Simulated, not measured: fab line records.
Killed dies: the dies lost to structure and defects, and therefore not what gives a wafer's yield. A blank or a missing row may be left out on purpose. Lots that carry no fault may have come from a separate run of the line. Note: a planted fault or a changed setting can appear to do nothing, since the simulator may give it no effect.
2 desks looking at one fault / flow berkeley_cmos170 / what lay behind the numbers comes last; until then each desk has only its own

TOOL OWNER'S DESK, pvd_sputter-01
The tool's own readings at UCB170_M2_SPUTTER_01 (material Al, target thk 900 nm, time 120 s): means of the sampled wafers that have a number, for each lot that ran on this tool. If a lot's mean is further than 4 standard deviations from the usual mean, the lot is out of limits and carries the mark OUT (the distance appears in the brackets).
Columns: A = cathode_dc_power_W at UCB170_M2_SPUTTER_01, usual 5999.9 W; B = throttle_valve_pct at UCB170_M2_SPUTTER_01, usual 30.0 %
lot=L300; first seen here=day 6 22:55; A=5999.4; B=29.7
lot=L302; first seen here=day 7 12:26; A=6000.0; B=30.0
lot=L312; first seen here=day 10 01:25; A=6000.6; B=29.7
lot=L316; first seen here=day 10 13:10; A=6000.2; B=29.9
This desk's verdict: no lot among the 4 shows anything out of limits.

METROLOGY DESK
What the gauges read, lot by lot, whatever tool the lot ran on: means of the sampled wafers that have a number. If a lot's mean is further than 4 standard deviations from the usual mean, the lot is out of limits and carries the mark OUT (the distance appears in the brackets).
Columns: A = PSD_TW at UCB170_PSD_TW_MEAS_10, usual 2332; B = M1_AL_RS at UCB170_M1_RS_MEAS_01, usual 0.0485 ohm/sq; C = M2_AL_RS at UCB170_M2_RS_MEAS_02, usual 0.03212 ohm/sq; D = M2_AL_THK at UCB170_M2_THK_MEAS_03, usual 894 nm; E = M3_OVL at UCB170_M3_OVL_MEAS_16, usual 1 nm
lot=L300; first seen here=day 6 03:35; A=2330; B=0.0489; C=0.03206; D=886; E=-4
lot=L302; first seen here=day 6 14:19; A=2346; B=0.0479; C=0.03195; D=904; E=2
lot=L303; first seen here=day 7 00:59; A=2339; B=0.0480; C=0.03222; D=881; E=5
lot=L304; first seen here=day 7 05:32; A=2349; B=0.0489; C=0.03203; D=895; E=-3
lot=L309; first seen here=day 8 08:26; A=2356; B=0.0480; C=0.03204; D=903; E=1
lot=L310; first seen here=day 9 03:29; A=2325; B=0.0489; C=0.03209; D=901; E=-4
lot=L313; first seen here=day 9 08:42; A=2312; B=0.0483; C=0.03172; D=910; E=10
lot=L312; first seen here=day 9 08:48; A=2311; B=0.0489; C=0.03012 (-6.9) OUT; D=947 (+5.6) OUT; E=5
lot=L316; first seen here=day 9 18:04; A=2330; B=0.0483; C=0.03082 (-4.5) OUT; D=934 (+4.2) OUT; E=-1
lot=L317; first seen here=day 10 19:04; A=2325; B=0.0487; C=0.03179; D=895; E=0
lot=L320; first seen here=day 10 19:29; A=2335; B=0.0489; C=0.03200; D=889; E=6
lot=L321; first seen here=day 10 19:45; A=2337; B=0.0487; C=0.03199; D=895; E=4
lot=L322; first seen here=day 11 09:41; A=2345; B=0.0488; C=0.03186; D=895; E=4
lot=L323; first seen here=day 11 10:14; A=2332; B=0.0486; C=0.03254; D=892; E=-4
This desk's result: L312, L316 out of limits, first on L312 (M2_AL_RS at UCB170_M2_RS_MEAS_02), day 10 01:32. Within limits: L300, L302, L303, L304, L309, L310, L313, L317, L320, L321, L322, L323.

ALL TOGETHER
An alarm was possible from the metrology desk at day 10 01:32, on L312, L316.
Nothing out of limits was seen by the tool owner's desk.
On record at the tool owner's desk: L312, L316, within its limits.
UCB170_M2_SPUTTER_01 was run on pvd_sputter-01 by each of the lots named.

WHAT THE SIMULATOR HAD PUT IN
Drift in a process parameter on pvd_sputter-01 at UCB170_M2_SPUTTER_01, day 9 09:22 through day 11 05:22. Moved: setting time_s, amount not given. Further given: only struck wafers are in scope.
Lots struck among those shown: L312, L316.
Per desk, hours elapsed from the start of the fault to the first reading out of limits: for the metrology desk, 16.
